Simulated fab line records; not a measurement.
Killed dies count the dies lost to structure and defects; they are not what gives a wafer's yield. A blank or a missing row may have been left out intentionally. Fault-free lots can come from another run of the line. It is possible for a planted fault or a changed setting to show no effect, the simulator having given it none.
Which tool was responsible?	flow berkeley cmos170	Sampling: 14 lots, 42 wafers, 4 of 331 route steps

== WHAT THE GAUGES READ, wafer by wafer ==
UCB170_PWELL_OVL_MEAS_13. Usual: for PWELL_OVL the level is -1 nm and the standard deviation is 6.
lot	measured	on	PWELL_OVL (nm)	flag
L859	day 3 05:53	overlay-01	1 4 0	
L860	day 3 16:10	overlay-02	-11 -7 -6	
L861	day 3 19:11	overlay-02	0 1 0	
L862	day 4 00:51	overlay-02	-1 3 -2	
L865	day 4 16:30	overlay-01	-6 -20 -8	
L867	day 4 22:51	overlay-02	-3 3 1	
L866	day 4 23:24	overlay-02	-1 -7 -2	
L871	day 5 19:26	overlay-02	3 2 13	
L874	day 6 03:43	overlay-02	-5 -1 -3	
L875	day 6 18:14	overlay-02	-3 -3 -6	
L878	day 7 00:23	overlay-02	-9 -2 -7	
L879	day 7 08:04	overlay-02	1 12 5	
L880	day 7 08:20	overlay-02	2 -2 9	
L881	day 7 16:05	overlay-02	-8 -8 -1	

UCB170_WELLDRIVE_THK_MEAS_02. Usual: for WELLDRIVE_OXIDE_THK the level is 199 nm and the standard deviation is 4.6.
lot	measured	on	WELLDRIVE_OXIDE_THK (nm)	flag
L859	day 3 17:49	film metro-04	196 198 198	
L860	day 4 05:54	film metro-02	205 200 198	
L861	day 4 05:54	film metro-01	199 198 204	
L862	day 4 12:46	film metro-01	205 202 204	
L865	day 5 03:32	film metro-04	192 195 194	
L867	day 5 10:07	film metro-04	202 200 202	
L866	day 5 10:07	film metro-01	204 204 203	
L871	day 6 04:49	film metro-04	193 193 194	
L874	day 6 15:09	film metro-02	196 198 199	
L875	day 7 04:07	film metro-04	198 196 198	
L878	day 7 12:20	film metro-02	190 190 192	
L879	day 7 18:50	film metro-01	197 196 195	
L880	day 7 18:50	film metro-02	196 196 200	
L881	day 8 04:07	film metro-02	203 206 205	

UCB170_PLDD_CD_MEAS_06: target cd 1200 nm. Usual: cd nm at 1200.0 nm, with a standard deviation of 1.1.
lot	measured	on	cd nm (nm)	flag
L859	day 6 13:51	cd sem-01	1199.3 1199.5 1198.9	
L860	day 6 16:50	cd sem-02	1200.8 1200.6 1200.0	
L861	day 6 17:01	cd sem-02	1199.5 1200.5 1199.0	
L862	day 6 23:47	cd sem-02	1199.9 1199.6 1199.5	
L865	day 7 05:02	cd sem-02	1200.1 1199.1 1199.7	
L867	day 7 21:43	cd sem-02	1199.3 1200.5 1201.3	
L866	day 7 21:28	cd sem-02	1200.8 1202.1 1200.4	
L871	day 8 19:59	cd sem-01	1201.6 1200.5 1200.3	
L874	day 9 03:07	cd sem-01	1200.9 1200.9 1199.7	
L875	day 10 00:44	cd sem-01	1199.5 1201.0 1199.6	
L878	day 9 23:06	cd sem-02	1201.8 1200.9 1201.4	
L879	day 10 06:07	cd sem-01	1199.1 1199.2 1200.6	
L880	day 10 06:20	cd sem-02	1199.7 1199.0 1198.4	
L881	day 10 13:23	cd sem-02	1199.0 1199.5 1199.6	

== EACH LOT AND THE TOOL THAT RAN IT (in order: tool; ch and the chambers of the sampled wafers; start) ==
lot	UCB170_GATE_COAT_06
L859	litho track-02 ch 0, day 6 11:04
L860	litho track-02 ch 0, day 6 14:11
L861	litho track-01 ch 0, day 6 14:15
L862	litho track-01 ch 0, day 6 20:11
L865	litho track-01 ch 0, day 7 01:46
L867	litho track-04 ch 0, day 7 19:02
L866	litho track-01 ch 0, day 7 18:58
L871	litho track-04 ch 0, day 8 16:53
L874	litho track-04 ch 0, day 8 21:58
L875	litho track-04 ch 0, day 9 20:07
L878	litho track-02 ch 0, day 9 19:43
L879	litho track-01 ch 0, day 10 03:35
L880	litho track-02 ch 0, day 10 03:44
L881	litho track-02 ch 0, day 10 10:43
- UCB170_GATE_COAT_06

== AS READ BY THE TOOLS THEMSELVES (means over the sampled wafers that have a number; for cases with no such wafer, the mark the record gives instead) ==
UCB170_GATE_COAT_06. Usual: spin speed rpm at 3000.3 rpm, with a standard deviation of 2.
lot	tool	spin speed rpm (rpm)	flag
L859	litho track-02	3000.2	
L860	litho track-02	3001.0	
L861	litho track-01	2998.3	
L862	litho track-01	3001.7	
L865	litho track-01	3068.9	OFF
L867	litho track-04	3000.3	
L866	litho track-01	3069.3	OFF
L871	litho track-04	2998.8	
L874	litho track-04	2996.2	
L875	litho track-04	3000.3	
L878	litho track-02	3002.1	
L879	litho track-01	2998.0	
L880	litho track-02	3002.7	
L881	litho track-02	3000.9	

== THE ANSWER, worked out from the rows above alone ==
Rule: lot off if the mean of its wafers having a number is beyond 3 standard deviations from the usual mean. Also off: a lot with no number at a reading for which 4 or more lots have one. Any other lot the step has rows for is counted as sound. Order of review: gauges by route order, followed by the tools' own readings, for which a lot's mean as printed above is used. The first step at which some lot is off is used, and at that step the reading that is off furthest; a lot without a number counts as furthest.
Off at UCB170_GATE_COAT_06 (spin speed rpm): L865, L866.
If a tool, at that step or one of the process steps before it, ran each lot that is off and ran no sound lot following the first of them, it fits. None of those tried fits.

== WHAT HAD BEEN PUT IN BY THE SIMULATOR ==
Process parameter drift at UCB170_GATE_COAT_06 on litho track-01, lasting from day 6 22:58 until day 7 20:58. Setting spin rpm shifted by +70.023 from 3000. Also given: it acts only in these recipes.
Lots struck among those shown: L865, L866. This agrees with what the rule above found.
